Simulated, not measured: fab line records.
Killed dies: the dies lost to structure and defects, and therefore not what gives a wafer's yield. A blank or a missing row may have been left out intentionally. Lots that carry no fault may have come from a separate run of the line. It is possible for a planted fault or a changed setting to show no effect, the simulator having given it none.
A lot that was struck, set against a sound lot -- flow berkeleyCmos170 -- 14 steps out of a route of 331
Sound: the wafers L442.2, L442.3, L442.6. The struck wafers were L443.1, L443.2, L443.6. The cause comes at the end.
Per side, at each step with rows, come the tool, then ch with its chambers, and then its first start. Under that, the readings that differ: sound wafers -- struck wafers -- difference of the means -- sigmas: that difference in standard deviations of wafers without a fault.
alike: a reading whose means differ by less than 2 such deviations, as well as words and numbers matching on both sides. not compared: withheld readings; readings where some wafer has no value; bounds like >300 that might hide an equal value; numbers whose values overlap and for which the record gives no deviation.
A row with sigmas, a row that says differs or no value, or rows on one side alone: a step with any of these is where the two part. When numbers do not overlap yet have no deviation, they are printed without sigmas and do not part them. A reading that every wafer of one side lacks parts them only if that side has two wafers or more.

UCB170_CONTACT_ETCH_17: etches BARC in N2/H2.
  sound on rieDiel-03 ch 0,3, day 8 17:35; struck on rieDiel-04 ch 1,3, day 8 23:35
  alike: chamberPressureMTorr, drypumpMotorCurrentA, h2FlowSccm, oesProductAu, throttleValvePct
UCB170_CONTACT_ETCH_18: etches PSG in CHF3/CF4/Ar, stops on TiSi2, target depth 840 nm, time 195 s.
  sound: rieDiel-03 ch 0,3; struck: rieDiel-04 ch 1,3
reading,sound,struck,difference,sigmas
oesProductAu (a.u.),0.922 0.907 0.927,0.875 0.909 0.876,-0.032,-2
  alike: chamberPressureMTorr, drypumpMotorCurrentA, throttleValvePct
  not compared: rfHoursCounterH
UCB170_CONTACT_STRIP_19: strips in O2.
  sound on plasmaAsher-03 ch 0,1, day 8 17:44; struck on plasmaAsher-03 ch 0,1, day 8 23:45
  alike: chamberPressureMTorr, drypumpMotorCurrentA, oesProductAu
  not compared: rfHoursCounterH
UCB170_CONTACT_CD_MEAS_90 targets a cd of 700 nm.
  struck on cdSem-01, day 8 23:51; sound on cdSem-01, day 8 17:53
  alike: cdNm
then, 1 step without rows for these wafers: UCB170_CONTACT_CLEAN_20 (cleans in SPM, time 600 s).
UCB170_M1_SPUTTER_00: material Al, target thk 600 nm, time 80 s.
  struck on pvdSputter-01, day 9 00:08; sound on pvdSputter-02, day 8 18:14
  alike: throttleValvePct
UCB170_M1_RS_MEAS_01: uses a four-point probe to measure.
  struck on filmMetro-02, day 9 00:12; sound on filmMetro-02, day 8 18:19
reading,sound,struck,difference,sigmas
M1_AL_RS (ohm/sq),0.0483 0.0499 0.0492,0.0475 0.0471 0.0481,-0.0016,-2
UCB170_M1_THK_MEAS_02: measures by xrf.
  struck on filmMetro-02, day 9 00:19; sound on filmMetro-02, day 8 18:25
  alike: M1_AL_THK
then, 4 steps without rows for these wafers: UCB170_M1_COAT_03; UCB170_M1_COAT_04 (resist thk 900 nm); UCB170_M1_SOFTBAKE_05 (time 60 s); UCB170_M1_EXPOSE_06 (exposes mask METAL1, target cd 700 nm).
UCB170_M1_PEB_07:
  sound on lithoTrack-03 ch 0, day 8 19:07; struck on lithoTrack-01, day 9 01:04
  no value came back on the struck wafers for chillPlateTempC (C), exhaustPa (Pa); on the sound wafers chillPlateTempC (C) reads 22.98 22.95 22.99
then, 1 step without rows for these wafers: UCB170_M1_DEVELOP_08 (develop time 45 s).

== WHERE THEY PART ==
At UCB170_CONTACT_ETCH_18 first; at UCB170_M1_PEB_07 last (within this record only).

WHY: whatever the simulator had introduced
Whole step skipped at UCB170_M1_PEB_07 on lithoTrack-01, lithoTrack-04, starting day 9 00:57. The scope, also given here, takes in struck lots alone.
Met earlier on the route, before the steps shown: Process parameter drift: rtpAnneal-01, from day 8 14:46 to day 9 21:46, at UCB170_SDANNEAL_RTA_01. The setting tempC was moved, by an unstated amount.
